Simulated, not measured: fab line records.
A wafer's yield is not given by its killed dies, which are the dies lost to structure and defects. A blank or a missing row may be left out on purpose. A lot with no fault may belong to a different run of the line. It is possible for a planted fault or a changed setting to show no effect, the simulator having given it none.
8D (eight disciplines) problem report, filled in by code    flow berkeley cmos170    the parts of the form that need people (team, actions taken, sign-off) are left out

== 1. WHAT IS WRONG ==
V2_TEOS_THK at UCB170_V2_THK_MEAS_01 reads a mean of 2850 nm on 6 wafers of 2 lots; wafers without a fault read 2000 nm with a standard deviation of 34. That puts it +25 standard deviations away from the usual mean.
The first sign was on wafer L139.4 at day 10 07:01, on film metro-03. The record holds 42 wafers of 14 lots with a number at this step. Rule for "out", or "out of limits": more than 4 standard deviations from the usual mean. The rest of the wafers with a number are treated as sound.

== 2. WHAT THIS IS AND IS NOT ==
question                     is                            is not
which readings at this step  V2_TEOS_THK                   -
which lots                   L139, L140                    L126, L128, L129, L130, L132, L133, L142, L144, L145, L147, L148, L149
which wafers of those lots   all that have a number        -
read on which gauges         film metro-01, film metro-03  film metro-02
when                         from day 10 07:01             up to then (18 sound wafers); but 18 sound wafers of L142, L144, L145, L147, L148, L149 came after

== 3. THE SUSPECTS, EACH WITH WHAT RULES IT OUT ==
Counting: any tool at a process step up to the reading is kept as a suspect provided that every lot that is out went through it and no sound lot did after the first of them.
- the gauge at UCB170_V2_THK_MEAS_01 is ruled out. 2 gauges (film metro-01, film metro-03) read the wafers that are out.
- pecvd-03 at UCB170_V2_CVD_00 (deposits SiO2 from TEOS/O2, target thk 2000 nm, time 250 s): kept. All lots that are out passed through it, beginning with L139 at day 10 06:54, and no sound lot followed; its final sound lot before that point was L129 at day 8 00:57. Its own readings are out on those wafers: run length s.
Left after counting: pecvd-03 at UCB170_V2_CVD_00.

== 4. THE CAUSE (what the simulator had put in) ==
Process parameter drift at UCB170_V2_CVD_00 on pecvd-03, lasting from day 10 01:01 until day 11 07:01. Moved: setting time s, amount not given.
Only this tool survived the counting.

== 5. THE EFFECT CHAIN, in route order ==
Rows list readings where the struck wafers' mean (over those with a number) sits beyond 3 standard deviations from the usual. Readings are gone through only where the record gives a usual standard deviation; hours: the median, over the lots, of the time from a lot's start at the first step in this table giving one to that lot's start at this step; sigmas: the change measured in usual standard deviations.
hours  step                   reading       usual    on struck wafers  change  sigmas
0      UCB170_V2_CVD_00       run length s  277.5 s  384.2             +106.7  +99 or more
0      UCB170_V2_THK_MEAS_01  V2_TEOS_THK   2000 nm  2850              +850    +25
The process steps in it:
- UCB170_V2_CVD_00: deposits SiO2 from TEOS/O2, target thk 2000 nm, time 250 s.
At these later measuring or inspecting steps, every struck wafer for which the step has a row has a number for every such reading, and none has moved that far: UCB170_V2_THK_MEAS_04, UCB170_M3_THK_MEAS_03.

== 6. HOW IT WOULD HAVE BEEN CAUGHT EARLIER ==
The first out-of-limits reading at a measuring or inspecting step in this record came at day 10 07:01, 6 hours after the fault's start at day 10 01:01.
At UCB170_V2_CVD_00, the tool's own readings (run length s) were out on each struck wafer the step has a row for, so an alarm limit on them would have fired on the first such wafer.
Among the 2 lots that are out, L140 began UCB170_V2_CVD_00 on pecvd-03 after day 10 07:01. A tool hold placed at that time would have kept it from harm.
